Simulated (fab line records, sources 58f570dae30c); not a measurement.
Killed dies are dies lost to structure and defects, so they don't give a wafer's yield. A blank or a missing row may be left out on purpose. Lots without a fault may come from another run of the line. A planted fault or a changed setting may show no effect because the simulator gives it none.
A struck lot beside a sound one | flow berkeley_cmos170 | 43 steps out of a route of 331
Sound: wafers L664.2, L664.3, L664.4. Struck: wafers L678.1, L678.2, L678.3. The cause comes at the end.
At each step with rows: each side's tool, then ch and its chambers, then its first start. Under that, the readings that differ: sound wafers | struck wafers | difference of the means | sigmas: that difference in standard deviations of wafers without a fault.
alike: readings whose means differ by less than 2 such deviations, and words and numbers that are the same on both sides. not compared: withheld readings, readings that some wafer has no value for, bounds like >300 that may hide the same value, and numbers for which the record gives no deviation and whose values overlap.
The two part at a step that has a row with sigmas, a row that says differs or no value, or rows on one side only. Numbers that don't overlap but have no deviation are shown without sigmas and don't part them. A reading that every wafer of one side lacks parts them only if that side has two wafers or more.

UCB170_GATE_STRIP_16: strips in O2.
  sound on plasma_asher-02 ch 0,1, day 6 06:58; struck on plasma_asher-04 ch 0,1, day 9 08:29
  alike: drypump_motor_current_A, oes_product_au
  not compared: rf_hours_counter_h
UCB170_GATE_CD_MEAS_90: target cd 350 nm.
  sound on cd_sem-02, day 6 07:05; struck on cd_sem-01, day 9 08:35
  alike: cd_nm
then, 7 steps without rows for these wafers: UCB170_GATE_CLEAN_17 (cleans in SPM, time 600 s); UCB170_PLDD_HMDS_00 (prime time 60 s); UCB170_PLDD_COAT_01 (resist thk 900 nm); UCB170_PLDD_SOFTBAKE_02 (time 60 s); UCB170_PLDD_EXPOSE_03 (exposes mask PSELECT, target cd 1200 nm); UCB170_PLDD_PEB_04; UCB170_PLDD_DEVELOP_05 (develop time 45 s).
UCB170_PLDD_CD_MEAS_06: target cd 1200 nm.
  sound on cd_sem-02, day 6 10:31; struck on cd_sem-02, day 9 09:51
  alike: cd_nm
UCB170_PLDD_OVL_MEAS_07:
  sound on overlay-01, day 6 10:37; struck on overlay-02, day 9 09:58
  alike: PLDD_OVL
then, 1 step without rows for these wafers: UCB170_PLDD_IMPLANT_08.
UCB170_PLDD_IMPLANT_09:
  sound on implanter-03 ch 0, day 6 10:50; struck on implanter-03 ch 0, day 9 10:09
  reading            | sound                         | struck                        | difference | sigmas
  beam_on_s (s)      | 9.87 10.18 10.06              | 13.06 13.01 13.19             | +3.05      | +17
  dose_ions_cm2      | 5.007e+13 5.003e+13 5.005e+13 | 7.517e+13 7.514e+13 7.516e+13 | +2.511e+13 | +99 or more
  faraday_current_uA | 160.5 155.9 157.8             | 182.1 182.7 180.7             | +23.8      | +8
  alike: beam_energy_keV, end_station_pressure_torr
UCB170_PLDD_STRIP_10: strips in O2.
  sound on plasma_asher-03 ch 0,1, day 6 10:57; struck on plasma_asher-03 ch 0,1, day 9 10:18
  alike: drypump_motor_current_A, oes_product_au, strip_time_to_endpoint_s
  not compared: rf_hours_counter_h
UCB170_PLDD_TW_MEAS_11:
  sound on film_metro-02, day 6 11:04; struck on film_metro-04, day 9 10:38
  reading | sound          | struck         | difference | sigmas
  PLDD_TW | 1021 1021 1012 | 1066 1080 1072 | +55        | +7
  not compared: hold
then, 6 steps without rows for these wafers: UCB170_NLDD_HMDS_00 (prime time 60 s); UCB170_NLDD_COAT_01 (resist thk 900 nm); UCB170_NLDD_SOFTBAKE_02 (time 60 s); UCB170_NLDD_EXPOSE_03 (exposes mask NSELECT, target cd 1200 nm); UCB170_NLDD_PEB_04; UCB170_NLDD_DEVELOP_05 (develop time 45 s).
UCB170_NLDD_CD_MEAS_06: target cd 1200 nm.
  sound on cd_sem-02, day 6 13:47; struck on cd_sem-01, day 9 15:34
  alike: cd_nm
UCB170_NLDD_OVL_MEAS_07:
  sound on overlay-02, day 6 13:54; struck on overlay-01, day 9 15:41
  alike: NLDD_OVL
then, 2 steps without rows for these wafers: UCB170_NLDD_IMPLANT_08; UCB170_NLDD_IMPLANT_09.
UCB170_NLDD_STRIP_10: strips in O2.
  sound on plasma_asher-01 ch 0,1, day 6 14:14; struck on plasma_asher-01 ch 0,1, day 9 16:01
  alike: drypump_motor_current_A, oes_product_au, strip_time_to_endpoint_s
  not compared: rf_hours_counter_h
UCB170_NLDD_TW_MEAS_11:
  sound on film_metro-04, day 6 14:20; struck on film_metro-01, day 9 17:02
  alike: NLDD_TW
then, 1 step without rows for these wafers: UCB170_NLDD_CLEAN_12 (cleans in SPM, time 600 s).
UCB170_SPACER_CVD_00: deposits SiO2 from TEOS/O2, target thk 376 nm, time 47 s.
  sound on pecvd-01 ch 1,2, day 6 15:20; struck on pecvd-02 ch 0,1,2, day 9 17:17
  reading                | sound          | struck         | difference | sigmas
  pressure_mtorr (mTorr) | 9003 9035 9011 | 8968 8973 8990 | -39        | -2
  alike: heater_power_w
UCB170_SPACER_THK_MEAS_01:
  sound on film_metro-03, day 6 15:23; struck on film_metro-03, day 9 17:19
  alike: SPACER_TEOS_THK
then, 1 step without rows for these wafers: UCB170_SPACER_ANNEAL_02 (time 1800 s).
UCB170_SPACER_ETCHBACK_03: etches SiO2 in CHF3/CF4/Ar, stops on Si, target depth 376 nm, time 100 s.
  sound on rie_diel-03 ch 0,2,3, day 6 20:34; struck on rie_diel-01 ch 0,1,3, day 9 20:49
  alike: drypump_motor_current_A, oes_product_au, throttle_valve_pct
  not compared: rf_hours_counter_h
then, 6 steps without rows for these wafers: UCB170_PSD_HMDS_00 (prime time 60 s); UCB170_PSD_COAT_01 (resist thk 900 nm); UCB170_PSD_SOFTBAKE_02 (time 60 s); UCB170_PSD_EXPOSE_03 (exposes mask PSELECT MOD, target cd 1200 nm); UCB170_PSD_PEB_04; UCB170_PSD_DEVELOP_05 (develop time 45 s).
UCB170_PSD_CD_MEAS_06: target cd 1200 nm.
  sound on cd_sem-02, day 6 22:02; struck on cd_sem-02, day 9 22:11
  alike: cd_nm
UCB170_PSD_OVL_MEAS_07:
  sound on overlay-01, day 6 22:09; struck on overlay-02, day 9 22:19
  alike: PSD_OVL
then, 1 step without rows for these wafers: UCB170_PSD_IMPLANT_08.
UCB170_SDANNEAL_RS_MEAS_04: measures by four-point-probe.
  sound on film_metro-01, day 7 03:04; struck on film_metro-01, day 10 03:19
  reading          | sound          | struck      | difference | sigmas
  PLDD_RS (ohm/sq) | 1039 1040 1038 | 865 866 866 | -173       | -50
  not compared: hold
UCB170_M3_PROBE_99:
  the record has rows for the sound wafers here (prober-01, day 8 02:47) and none for the struck ones

WHERE THEY PART
First at UCB170_PLDD_IMPLANT_09; last, within this record, at UCB170_M3_PROBE_99.

WHY: what the simulator had put in
Process parameter drift: implanter-03, from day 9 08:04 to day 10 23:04, at UCB170_PLDD_IMPLANT_09. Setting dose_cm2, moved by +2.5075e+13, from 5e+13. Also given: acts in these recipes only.
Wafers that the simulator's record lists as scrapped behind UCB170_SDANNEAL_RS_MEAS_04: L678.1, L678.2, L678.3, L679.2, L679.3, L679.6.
